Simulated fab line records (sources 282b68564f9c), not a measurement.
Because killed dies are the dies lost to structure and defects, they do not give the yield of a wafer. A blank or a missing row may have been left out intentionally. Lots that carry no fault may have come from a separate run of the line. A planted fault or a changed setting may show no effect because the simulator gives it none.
fab line records	flow rit_cmos
record: lots: 5	wafers: 15	last_day: 7
route steps=202 shown ACTIVE@1 M1@202
lots untouched by any fault: they come from a run of this same line in which no faults occurred
start_h: the number of hours between the record's first day and the start of the first shown wafer of the lot	wait_h: hours from the lot's prior step to this one	" as in the row above	L1.1+2: several wafers, shown together as one row	- no value, or no start was given	* or withheld: withheld	< > ~ a bound
route shown NAME@n: NAME is a module with steps in the file, n the number in the route of the first one	usual: mean and standard deviation over wafers with no fault	same: alike in all rows	chamber/n: place in a boat	sites: each site's reading	_std_site: the values' standard deviation	_edge_site: mean of outer sites minus mean of inner sites	radius_mm: how far each site lies from the wafer's centre	mask NAME#n: copy n	behind: the last tool/chamber to shape the wafer	hold: the reason the lot was held/the length of the hold in hours/how it ended	device: which transistor (n, p or np) failed to switch	end of line: tests of these same wafers at the route's end	where a step has no rows: the recipe by itself	killed: count of dies lost to structure and defects at first sort (not the wafer's yield)	map: a wafer's dies, marking killed ones x, the rest . and places with no die _
set.NAME: the setting that was run; set.NAME@STEP: the one run at that earlier step	model.NAME: the simulator's own value behind a step, which no gauge read
lots at some steps of the route; a table a step, a row a wafer
services: a tool's chamber out of use, with start hour (start_h, from the record's first day; less than 0 if before it), hours out, and reason
== steps ==
step: RIT_ACTIVE_BOW_MEAS_00
recipe: mode: bow
usual: INCOMING_BOW: 0/6.7
lot.wafer	tool	chamber	start_h	wait_h	INCOMING_BOW[um]
L357.2	film_metro-04	-	30.02	-	-8
L357.3	"	-	"	"	0
L357.5	"	-	"	"	-5
L368.1	film_metro-02	-	85.00	-	1
L368.4	"	-	"	"	-4
L368.6	"	-	"	"	8
L371.1	film_metro-04	-	100.00	-	1
L371.2	"	-	"	"	-4
L371.5	"	-	"	"	-9
L375.1	film_metro-03	-	120.00	-	13
L375.2	"	-	"	"	4
L375.5	"	-	"	"	11
L376.3	film_metro-02	-	125.04	-	4
L376.4	"	-	"	"	2
L376.5	"	-	"	"	1
step: RIT_ACTIVE_OXIDATION_01
recipe: temp_c: 1000	ambient: O2	target_thk_a: 468	ox_time_s: 3360
step: RIT_ACTIVE_THK_MEAS_02
recipe: reads: SiO2_of_ACTIVE_OXIDATION_01
usual: ACTIVE_OXIDE_THK: 46.9/0.74
lot.wafer	tool	chamber	start_h	wait_h	ACTIVE_OXIDE_THK[nm]
L357.2	film_metro-04	-	32.06	0.0	47.7
L357.3	"	-	"	"	47.3
L357.5	"	-	"	"	47.3
L368.1	film_metro-04	-	87.05	0.0	46.0
L368.4	"	-	"	"	47.0
L368.6	"	-	"	"	46.0
L371.1	film_metro-03	-	102.05	0.0	45.7
L371.2	"	-	"	"	45.7
L371.5	"	-	"	"	46.7
L375.1	film_metro-03	-	122.05	0.0	46.8
L375.2	"	-	"	"	46.4
L375.5	"	-	"	"	46.4
L376.3	film_metro-03	-	127.07	0.0	46.2
L376.4	"	-	"	"	45.7
L376.5	"	-	"	"	46.5
step: RIT_ACTIVE_CVD_03
recipe: material: Si3N4	target_thk_nm: 150	temp_c: 810	precursor: SiH2Cl2/NH3	time_s: 1500	pressure_mtorr: 300	sih2cl2_flow_sccm: 60	nh3_flow_sccm: 150
step: RIT_ACTIVE_THK_MEAS_04
recipe: reads: Si3N4_of_ACTIVE_CVD_03
usual: ACTIVE_NITRIDE_THK: 150.5/1.3
lot.wafer	tool	chamber	start_h	wait_h	ACTIVE_NITRIDE_THK[nm]
L357.2	film_metro-04	-	33.54	0.0	150.5
L357.3	"	-	"	"	152.2
L357.5	"	-	"	"	150.3
L368.1	film_metro-02	-	88.53	0.0	150.2
L368.4	"	-	"	"	151.1
L368.6	"	-	"	"	151.0
L371.1	film_metro-03	-	103.53	0.0	149.9
L371.2	"	-	"	"	151.1
L371.5	"	-	"	"	150.2
L375.1	film_metro-04	-	123.53	0.0	152.0
L375.2	"	-	"	"	151.7
L375.5	"	-	"	"	151.9
L376.3	film_metro-04	-	128.55	0.0	151.4
L376.4	"	-	"	"	150.1
L376.5	"	-	"	"	150.5
step: RIT_ACTIVE_HMDS_05
recipe: prime_time_s: 60	prime_temp_c: 140
step: RIT_ACTIVE_COAT_06
recipe: resist: NOVOLAK	spin_rpm: 3250	resist_thk_nm: 1000
step: RIT_ACTIVE_SOFTBAKE_07
recipe: resist: NOVOLAK	temp_c: 90	time_s: 60
step: RIT_ACTIVE_EXPOSE_08
recipe: mask_id: M1	na: 0.6	source_shape: conventional	sigma_outer: 0.6	target_cd_nm: 1400	dose_mj: 225
lot.wafer	tool	chamber	start_h	wait_h	mask
L357.2+3+5	iline_stepper-02	0	34.30	0.4	M1_R1#0
L368.1+4+6	iline_stepper-01	0	89.17	0.2	M1#0
L371.1+2+5	iline_stepper-01	0	104.04	0.1	M1#0
L375.1+2+5	iline_stepper-02	0	124.17	0.2	M1#0
L376.3+4+5	iline_stepper-01	0	129.20	0.2	M1#0
step: RIT_ACTIVE_PEB_09
recipe: resist: NOVOLAK	temp_c: withheld	time_s: withheld
step: RIT_ACTIVE_DEVELOP_10
recipe: resist: NOVOLAK	develop_time_s: 50	dev_temp_c: 23
step: RIT_ACTIVE_CD_MEAS_11
recipe: target_cd_nm: 1400
usual: cd_nm: 1400.9/1.7
lot.wafer	tool	chamber	start_h	wait_h	hold	cd_nm
L357.2	cd_sem-01	-	34.86	-	await_dispo/0.2h/release	1553.4
L357.3	"	-	"	"	await_dispo/0.2h/release	1550.9
L357.5	"	-	"	"	await_dispo/0.2h/release	1552.4
L357.2	cd_sem-01	-	35.15	0.3	-	1553.4
L357.3	"	-	"	"	-	1550.9
L357.5	"	-	"	"	-	1552.1
L368.1	cd_sem-02	-	89.56	-	-	1401.0
L368.4	"	-	"	"	-	1400.4
L368.6	"	-	"	"	-	1398.5
L371.1	cd_sem-02	-	104.44	-	-	1400.7
L371.2	"	-	"	"	-	1400.1
L371.5	"	-	"	"	-	1400.3
L375.1	cd_sem-01	-	124.56	-	-	1402.1
L375.2	"	-	"	"	-	1401.1
L375.5	"	-	"	"	-	1400.2
L376.3	cd_sem-02	-	129.60	-	-	1399.8
L376.4	"	-	"	"	-	1402.3
L376.5	"	-	"	"	-	1402.8
step: RIT_M1_PROBE_99
usual: defect_limited_yield: 97.3/1.1	killed_at_M0_to_M3: 0.0/0.16	killed_at_contacts: 0.1/0.3	killed_at_front_end: 7.1/3	killed_dies: 7.3/3	killed_open: 3.6/2	killed_short: 3.5/1.9	sort_bin_3_pad_short: 0.1/0.19	sort_bin_5_function: 1.7/0.86	sort_bin_6_memory: 1.0/0.72	sort_n_pass: 256.7/3	sort_yield_pct: 97.2/1.1
same: gross_dies: 264	killed_at_M4_up: 0	killed_at_back_side: 0	killed_at_other: 0
lot.wafer	tool	chamber	start_h	wait_h	defect_limited_yield[%]	killed_at_M0_to_M3	killed_at_contacts	killed_at_front_end	killed_dies	killed_open	killed_short	sort_bin_3_pad_short[%]	sort_bin_5_function[%]	sort_bin_6_memory[%]	sort_n_pass	sort_yield_pct[%]
L368.1	prober-02	-	134.51	0.1	98.1	0	0	5	5	2	3	0.4	0.4	1.1	259.0	98.1
L368.4	prober-02	-	134.66	0.2	97.7	1	0	5	6	1	5	0.4	1.1	0.8	258.0	97.7
L368.6	prober-02	-	134.76	0.2	97.7	0	0	6	6	4	2	0	1.5	0.8	258.0	97.7
L371.1	prober-01	-	148.44	0.1	96.2	0	1	9	10	7	3	0.4	1.5	1.9	254.0	96.2
L371.2	prober-01	-	148.49	0.1	97.7	0	0	6	6	4	2	0	1.9	0.4	258.0	97.7
L371.5	prober-01	-	148.64	0.2	98.1	0	0	5	5	3	2	0	1.9	0	259.0	98.1
L375.1	prober-01	-	167.17	0.1	95.1	0	0	13	13	8	5	0	2.3	2.7	251.0	95.1
L375.2	prober-01	-	167.22	0.1	98.9	0	0	3	3	1	2	0	0.8	0.4	261.0	98.9
L375.5	prober-01	-	167.37	0.2	98.9	0	0	3	3	2	1	0	0.4	0.8	261.0	98.9
L376.3	prober-02	-	173.07	0.2	96.2	0	0	10	10	7	3	0	2.7	1.1	254.0	96.2
L376.4	prober-02	-	173.12	0.2	98.1	0	0	5	5	1	4	0	1.9	0	259.0	98.1
L376.5	prober-02	-	173.17	0.2	95.5	0	0	12	12	2	10	0	2.3	2.3	252.0	95.5
killed by level:class
L368.1 GATE:geometric_particle:open=2 FOX1:geometric_particle:short=1 SPACER:geometric_particle:short=1 SILICIDE:geometric_particle:short=1
L368.4 GATE:geometric_particle:short=2 SPACER:geometric_particle:short=2 FOX1:geometric_particle:short=1 M1:geometric_particle:open=1
L368.6 GATE:geometric_particle:open=3 SILICIDE:geometric_particle:short=2 FOX1:geometric_particle:open=1
L371.1 SPACER:geometric_particle:open=4 ACTIVE:geometric_particle:open=1 FOX1:geometric_particle:open=1 SPACER:geometric_particle:short=1 SILICIDE:geometric_particle:open=1 SILICIDE:geometric_particle:short=1 CONTACT:geometric_particle:short=1
L371.2 SILICIDE:geometric_particle:open=2 FOX1:geometric_particle:open=1 GATE:geometric_particle:short=1 GATE:geometric_particle:open=1 REOX:geometric_particle:short=1
L371.5 SILICIDE:geometric_particle:open=2 FOX1:geometric_particle:short=1 FOX2:geometric_particle:short=1 SPACER:geometric_particle:open=1
L375.1 SPACER:geometric_particle:open=4 SILICIDE:geometric_particle:open=3 SPACER:geometric_particle:short=2 FOX1:geometric_particle:short=1 GATE:geometric_particle:short=1 GATE:geometric_particle:open=1 REOX:geometric_particle:short=1
L375.2 SPACER:geometric_particle:short=2 SILICIDE:geometric_particle:open=1
L375.5 REOX:geometric_particle:short=1 REOX:geometric_particle:open=1 SPACER:geometric_particle:open=1
L376.3 REOX:geometric_particle:open=3 GATE:geometric_particle:open=2 FOX1:geometric_particle:short=1 REOX:geometric_particle:short=1 SPACER:geometric_particle:short=1 SPACER:geometric_particle:open=1 SILICIDE:geometric_particle:open=1
L376.4 SILICIDE:geometric_particle:short=2 FOX1:geometric_particle:open=1 GATE:geometric_particle:short=1 REOX:geometric_particle:short=1
L376.5 FOX1:geometric_particle:short=3 REOX:geometric_particle:short=3 FOX2:geometric_particle:short=2 FOX1:geometric_particle:open=1 GATE:geometric_particle:open=1 GATE:geometric_particle:short=1 SPACER:geometric_particle:short=1
== services ==
tool	chamber	start_h	hours	kind
iline_stepper-01	0	11.32	-	calibration
iline_stepper-02	-	43.30	1.7	pm
iline_stepper-01	-	87.55	1.0	repair
== key ==
first_sign: step: RIT_ACTIVE_EXPOSE_08	reading: mask	direction: changed
effect: step: RIT_ACTIVE_CD_MEAS_11	reading: visit	direction: added
effect: step: RIT_ACTIVE_CD_MEAS_11	reading: cd_nm	direction: up	sigmas: 88	usual: 1400.9	struck: 1552.2
met_at RIT_ACTIVE_EXPOSE_08
struck_wafers L357.2,L357.3,L357.5
scrapped_behind RIT_ACTIVE_CD_MEAS_11 L357.2,L357.3,L357.5
fault: kind: wrong_mask	tool: any	chamber: -	onset_h: 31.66	steps: RIT_ACTIVE_EXPOSE_08	aux_copy: M1_R1#0	cd_offset_nm: 150	scope: struck_lots_only
